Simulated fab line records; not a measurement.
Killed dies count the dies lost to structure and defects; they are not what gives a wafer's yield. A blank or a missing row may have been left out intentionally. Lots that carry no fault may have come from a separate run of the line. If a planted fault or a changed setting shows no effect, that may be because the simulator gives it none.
Which tool did it? / flow berkeleyCmos170 / 42 wafers from 14 lots sampled at 6 of the route's 331 steps

== WHAT THE GAUGES SHOWED, per wafer ==
UCB170_CONTACT_THK_MEAS_02.
lot=L197; measured=day 7 08:06; on=filmMetro-01; CONTACT_PSG_THK (nm)=695 696 688
lot=L199; measured=day 8 06:07; on=filmMetro-01; CONTACT_PSG_THK (nm)=697 695 701
lot=L198; measured=day 8 07:54; on=filmMetro-01; CONTACT_PSG_THK (nm)=707 701 699
lot=L200; measured=day 8 07:55; on=filmMetro-03; CONTACT_PSG_THK (nm)=717 715 716
lot=L202; measured=day 8 13:32; on=filmMetro-02; CONTACT_PSG_THK (nm)=706 697 705
lot=L201; measured=day 8 14:14; on=filmMetro-03; CONTACT_PSG_THK (nm)=701 700 707
lot=L203; measured=day 9 04:07; on=filmMetro-01; CONTACT_PSG_THK (nm)=703 702 702
lot=L204; measured=day 9 04:07; on=filmMetro-03; CONTACT_PSG_THK (nm)=699 700 701
lot=L205; measured=day 10 03:46; on=filmMetro-02; CONTACT_PSG_THK (nm)=696 698 702
lot=L206; measured=day 10 03:46; on=filmMetro-01; CONTACT_PSG_THK (nm)=697 696 691
lot=L208; measured=day 10 18:35; on=filmMetro-02; CONTACT_PSG_THK (nm)=696 695 694
lot=L211; measured=day 10 18:35; on=filmMetro-03; CONTACT_PSG_THK (nm)=706 698 702
lot=L212; measured=day 10 22:10; on=filmMetro-02; CONTACT_PSG_THK (nm)=694 691 691
lot=L217; measured=day 11 20:34; on=filmMetro-02; CONTACT_PSG_THK (nm)=713 708 708

UCB170_M1_RS_MEAS_01: measures by four-point-probe.
lot=L197; measured=day 7 11:36; on=filmMetro-01; M1_AL_RS (ohm/sq)=0.0494 0.0484 0.0493
lot=L199; measured=day 8 08:44; on=filmMetro-02; M1_AL_RS (ohm/sq)=0.0475 0.0482 0.0474
lot=L198; measured=day 8 10:50; on=filmMetro-02; M1_AL_RS (ohm/sq)=0.0487 0.0482 0.0492
lot=L200; measured=day 8 10:40; on=filmMetro-04; M1_AL_RS (ohm/sq)=0.0492 0.0490 0.0486
lot=L202; measured=day 8 16:29; on=filmMetro-01; M1_AL_RS (ohm/sq)=0.0493 0.0491 0.0491
lot=L201; measured=day 8 16:50; on=filmMetro-01; M1_AL_RS (ohm/sq)=0.0483 0.0483 0.0484
lot=L203; measured=day 9 07:16; on=filmMetro-01; M1_AL_RS (ohm/sq)=0.0472 0.0478 0.0475
lot=L204; measured=day 9 07:07; on=filmMetro-02; M1_AL_RS (ohm/sq)=0.0478 0.0478 0.0480
lot=L205; measured=day 10 07:08; on=filmMetro-04; M1_AL_RS (ohm/sq)=0.0484 0.0481 0.0482
lot=L206; measured=day 10 06:52; on=filmMetro-02; M1_AL_RS (ohm/sq)=0.0488 0.0490 0.0492
lot=L208; measured=day 10 21:13; on=filmMetro-01; M1_AL_RS (ohm/sq)=0.0491 0.0489 0.0491
lot=L211; measured=day 10 21:23; on=filmMetro-04; M1_AL_RS (ohm/sq)=0.0671 0.0668 0.0676
lot=L212; measured=day 11 02:13; on=filmMetro-01; M1_AL_RS (ohm/sq)=0.0673 0.0668 0.0677
lot=L217; measured=day 11 23:18; on=filmMetro-02; M1_AL_RS (ohm/sq)=0.0487 0.0492 0.0491

UCB170_M1_THK_MEAS_02: measures by xrf.
lot=L197; measured=day 7 11:42; on=filmMetro-01; M1_AL_THK (nm)=585 597 585
lot=L199; measured=day 8 08:50; on=filmMetro-02; M1_AL_THK (nm)=610 604 609
lot=L198; measured=day 8 10:56; on=filmMetro-02; M1_AL_THK (nm)=598 602 591
lot=L200; measured=day 8 10:46; on=filmMetro-04; M1_AL_THK (nm)=592 592 600
lot=L202; measured=day 8 16:35; on=filmMetro-01; M1_AL_THK (nm)=585 592 592
lot=L201; measured=day 8 16:58; on=filmMetro-01; M1_AL_THK (nm)=601 601 601
lot=L203; measured=day 9 07:23; on=filmMetro-01; M1_AL_THK (nm)=613 606 609
lot=L204; measured=day 9 07:14; on=filmMetro-02; M1_AL_THK (nm)=610 606 604
lot=L205; measured=day 10 07:16; on=filmMetro-04; M1_AL_THK (nm)=596 603 598
lot=L206; measured=day 10 06:59; on=filmMetro-02; M1_AL_THK (nm)=596 593 590
lot=L208; measured=day 10 21:19; on=filmMetro-01; M1_AL_THK (nm)=591 592 589
lot=L211; measured=day 10 21:29; on=filmMetro-04; M1_AL_THK (nm)=435 436 428
lot=L212; measured=day 11 02:20; on=filmMetro-01; M1_AL_THK (nm)=434 434 431
lot=L217; measured=day 11 23:25; on=filmMetro-02; M1_AL_THK (nm)=595 590 591

== TOOL THAT RAN EACH LOT (tool first, then ch and the chambers of the sampled wafers, then the start) ==
lot=L197; UCB170_CONTACT_RTA_08=rtpAnneal-02 ch 0, day 7 09:07; UCB170_CONTACT_STRIP_19=plasmaAsher-01 ch 0,1, day 7 11:07; UCB170_M1_SPUTTER_00=pvdSputter-02, day 7 11:30
lot=L199; UCB170_CONTACT_RTA_08=rtpAnneal-02 ch 0, day 8 06:55; UCB170_CONTACT_STRIP_19=plasmaAsher-04 ch 0,1, day 8 08:14; UCB170_M1_SPUTTER_00=pvdSputter-04, day 8 08:39
lot=L198; UCB170_CONTACT_RTA_08=rtpAnneal-02 ch 0, day 8 08:43; UCB170_CONTACT_STRIP_19=plasmaAsher-01 ch 0,1, day 8 10:18; UCB170_M1_SPUTTER_00=pvdSputter-04, day 8 10:45
lot=L200; UCB170_CONTACT_RTA_08=rtpAnneal-01 ch 0, day 8 08:43; UCB170_CONTACT_STRIP_19=plasmaAsher-04 ch 0,1, day 8 10:13; UCB170_M1_SPUTTER_00=pvdSputter-03, day 8 10:34
lot=L202; UCB170_CONTACT_RTA_08=rtpAnneal-01 ch 0, day 8 14:47; UCB170_CONTACT_STRIP_19=plasmaAsher-04 ch 0,1, day 8 16:02; UCB170_M1_SPUTTER_00=pvdSputter-03, day 8 16:23
lot=L201; UCB170_CONTACT_RTA_08=rtpAnneal-02 ch 0, day 8 15:09; UCB170_CONTACT_STRIP_19=plasmaAsher-01 ch 0,1, day 8 16:23; UCB170_M1_SPUTTER_00=pvdSputter-04, day 8 16:47
lot=L203; UCB170_CONTACT_RTA_08=rtpAnneal-02 ch 0, day 9 05:02; UCB170_CONTACT_STRIP_19=plasmaAsher-04 ch 0,1, day 9 06:35; UCB170_M1_SPUTTER_00=pvdSputter-04, day 9 07:07
lot=L204; UCB170_CONTACT_RTA_08=rtpAnneal-01 ch 0, day 9 04:55; UCB170_CONTACT_STRIP_19=plasmaAsher-01 ch 0,1, day 9 06:30; UCB170_M1_SPUTTER_00=pvdSputter-04, day 9 07:03
lot=L205; UCB170_CONTACT_RTA_08=rtpAnneal-01 ch 0, day 10 05:01; UCB170_CONTACT_STRIP_19=plasmaAsher-04 ch 1, day 10 06:41; UCB170_M1_SPUTTER_00=pvdSputter-04, day 10 07:04
lot=L206; UCB170_CONTACT_RTA_08=rtpAnneal-02 ch 0, day 10 04:50; UCB170_CONTACT_STRIP_19=plasmaAsher-04 ch 1, day 10 06:24; UCB170_M1_SPUTTER_00=pvdSputter-02, day 10 06:48
lot=L208; UCB170_CONTACT_RTA_08=rtpAnneal-02 ch 0, day 10 19:25; UCB170_CONTACT_STRIP_19=plasmaAsher-02 ch 0,1, day 10 20:44; UCB170_M1_SPUTTER_00=pvdSputter-02, day 10 21:08
lot=L211; UCB170_CONTACT_RTA_08=rtpAnneal-01 ch 0, day 10 19:31; UCB170_CONTACT_STRIP_19=plasmaAsher-04 ch 0,1, day 10 20:50; UCB170_M1_SPUTTER_00=pvdSputter-04, day 10 21:18
lot=L212; UCB170_CONTACT_RTA_08=rtpAnneal-02 ch 0, day 10 23:07; UCB170_CONTACT_STRIP_19=plasmaAsher-04 ch 0,1, day 11 01:44; UCB170_M1_SPUTTER_00=pvdSputter-04, day 11 02:08
lot=L217; UCB170_CONTACT_RTA_08=rtpAnneal-02 ch 0, day 11 21:21; UCB170_CONTACT_STRIP_19=plasmaAsher-01 ch 0,1, day 11 22:49; UCB170_M1_SPUTTER_00=pvdSputter-03, day 11 23:13
- UCB170_CONTACT_RTA_08: time 10 s.
- UCB170_CONTACT_STRIP_19: strips in O2.
- UCB170_M1_SPUTTER_00: material Al, target thk 600 nm, time 80 s.

== AS READ BY THE TOOLS THEMSELVES (means over the sampled wafers that have a number; for cases with no such wafer, the mark the record gives instead) ==
UCB170_CONTACT_RTA_08.
lot=L197; tool=rtpAnneal-02; lampPowerPct (%)=26.2; wafer_temp_C_max=903.8
lot=L199; tool=rtpAnneal-02; lampPowerPct (%)=26.2; wafer_temp_C_max=903.7
lot=L198; tool=rtpAnneal-02; lampPowerPct (%)=26.2; wafer_temp_C_max=903.8
lot=L200; tool=rtpAnneal-01; lampPowerPct (%)=23.7; wafer_temp_C_max=903.2
lot=L202; tool=rtpAnneal-01; lampPowerPct (%)=23.7; wafer_temp_C_max=904.1
lot=L201; tool=rtpAnneal-02; lampPowerPct (%)=26.2; wafer_temp_C_max=902.9
lot=L203; tool=rtpAnneal-02; lampPowerPct (%)=26.2; wafer_temp_C_max=904.6
lot=L204; tool=rtpAnneal-01; lampPowerPct (%)=23.7; wafer_temp_C_max=903.8
lot=L205; tool=rtpAnneal-01; lampPowerPct (%)=23.7; wafer_temp_C_max=903.3
lot=L206; tool=rtpAnneal-02; lampPowerPct (%)=26.2; wafer_temp_C_max=903.8
lot=L208; tool=rtpAnneal-02; lampPowerPct (%)=26.2; wafer_temp_C_max=903.7
lot=L211; tool=rtpAnneal-01; lampPowerPct (%)=23.7; wafer_temp_C_max=902.9
lot=L212; tool=rtpAnneal-02; lampPowerPct (%)=26.2; wafer_temp_C_max=904.1
lot=L217; tool=rtpAnneal-02; lampPowerPct (%)=26.2; wafer_temp_C_max=903.5

UCB170_CONTACT_STRIP_19.
lot=L197; tool=plasmaAsher-01; drypumpMotorCurrentA (A)=5.5; oesProductAu (a.u.)=0.723
lot=L199; tool=plasmaAsher-04; drypumpMotorCurrentA (A)=5.4; oesProductAu (a.u.)=0.724
lot=L198; tool=plasmaAsher-01; drypumpMotorCurrentA (A)=5.7; oesProductAu (a.u.)=0.725
lot=L200; tool=plasmaAsher-04; drypumpMotorCurrentA (A)=5.4; oesProductAu (a.u.)=0.727
lot=L202; tool=plasmaAsher-04; drypumpMotorCurrentA (A)=5.0; oesProductAu (a.u.)=0.724
lot=L201; tool=plasmaAsher-01; drypumpMotorCurrentA (A)=5.7; oesProductAu (a.u.)=0.724
lot=L203; tool=plasmaAsher-04; drypumpMotorCurrentA (A)=5.1; oesProductAu (a.u.)=0.726
lot=L204; tool=plasmaAsher-01; drypumpMotorCurrentA (A)=5.7; oesProductAu (a.u.)=0.722
lot=L205; tool=plasmaAsher-04; drypumpMotorCurrentA (A)=4.7; oesProductAu (a.u.)=0.727
lot=L206; tool=plasmaAsher-04; drypumpMotorCurrentA (A)=4.7; oesProductAu (a.u.)=0.727
lot=L208; tool=plasmaAsher-02; drypumpMotorCurrentA (A)=5.5; oesProductAu (a.u.)=0.725
lot=L211; tool=plasmaAsher-04; drypumpMotorCurrentA (A)=5.4; oesProductAu (a.u.)=0.726
lot=L212; tool=plasmaAsher-04; drypumpMotorCurrentA (A)=5.1; oesProductAu (a.u.)=0.724
lot=L217; tool=plasmaAsher-01; drypumpMotorCurrentA (A)=5.5; oesProductAu (a.u.)=0.724

UCB170_M1_SPUTTER_00.
lot=L197; tool=pvdSputter-02; throttleValvePct (%)=30.4
lot=L199; tool=pvdSputter-04; throttleValvePct (%)=30.8
lot=L198; tool=pvdSputter-04; throttleValvePct (%)=30.0
lot=L200; tool=pvdSputter-03; throttleValvePct (%)=29.7
lot=L202; tool=pvdSputter-03; throttleValvePct (%)=30.8
lot=L201; tool=pvdSputter-04; throttleValvePct (%)=31.2
lot=L203; tool=pvdSputter-04; throttleValvePct (%)=30.8
lot=L204; tool=pvdSputter-04; throttleValvePct (%)=30.7
lot=L205; tool=pvdSputter-04; throttleValvePct (%)=28.9
lot=L206; tool=pvdSputter-02; throttleValvePct (%)=30.4
lot=L208; tool=pvdSputter-02; throttleValvePct (%)=30.6
lot=L211; tool=pvdSputter-04; throttleValvePct (%)=29.9
lot=L212; tool=pvdSputter-04; throttleValvePct (%)=30.7
lot=L217; tool=pvdSputter-03; throttleValvePct (%)=30.8

== THE ANSWER, worked out from the rows above alone ==
Rule: the usual values come from the lots themselves. Put in order of their means at a reading, lots are off if they are a third of the lots or fewer, leave a main group of 4 or more, and stand apart from it by a gap of 3 or more times the standard deviation of the main group's means; of several such gaps the widest counts. Not used: any main group whose means are identical at the precision the tables above print for the reading. Also off: a lot with no number at a reading for which 4 or more lots have one. The other lots that the step has rows for count as sound. First the gauges in route order, then the tools' own readings, where a lot's mean is used as printed above. At the first step where some lot is off, the reading lying furthest off is the one used; lots without a number count as furthest.
Off: at UCB170_M1_RS_MEAS_01 (M1_AL_RS), L211, L212. The main group has a mean of 0.0485 ohm/sq with a standard deviation of 0.00057.
If a tool, at a process step before that reading, ran all the lots that are off and no sound lot after the first of them, it fits. Those tools and the gauges at UCB170_M1_RS_MEAS_01 are tried in the same way. Can't be told from this: 2 tools fit, plasmaAsher-04 at UCB170_CONTACT_STRIP_19, pvdSputter-04 at UCB170_M1_SPUTTER_00.

== WHAT THE SIMULATOR PUT IN ==
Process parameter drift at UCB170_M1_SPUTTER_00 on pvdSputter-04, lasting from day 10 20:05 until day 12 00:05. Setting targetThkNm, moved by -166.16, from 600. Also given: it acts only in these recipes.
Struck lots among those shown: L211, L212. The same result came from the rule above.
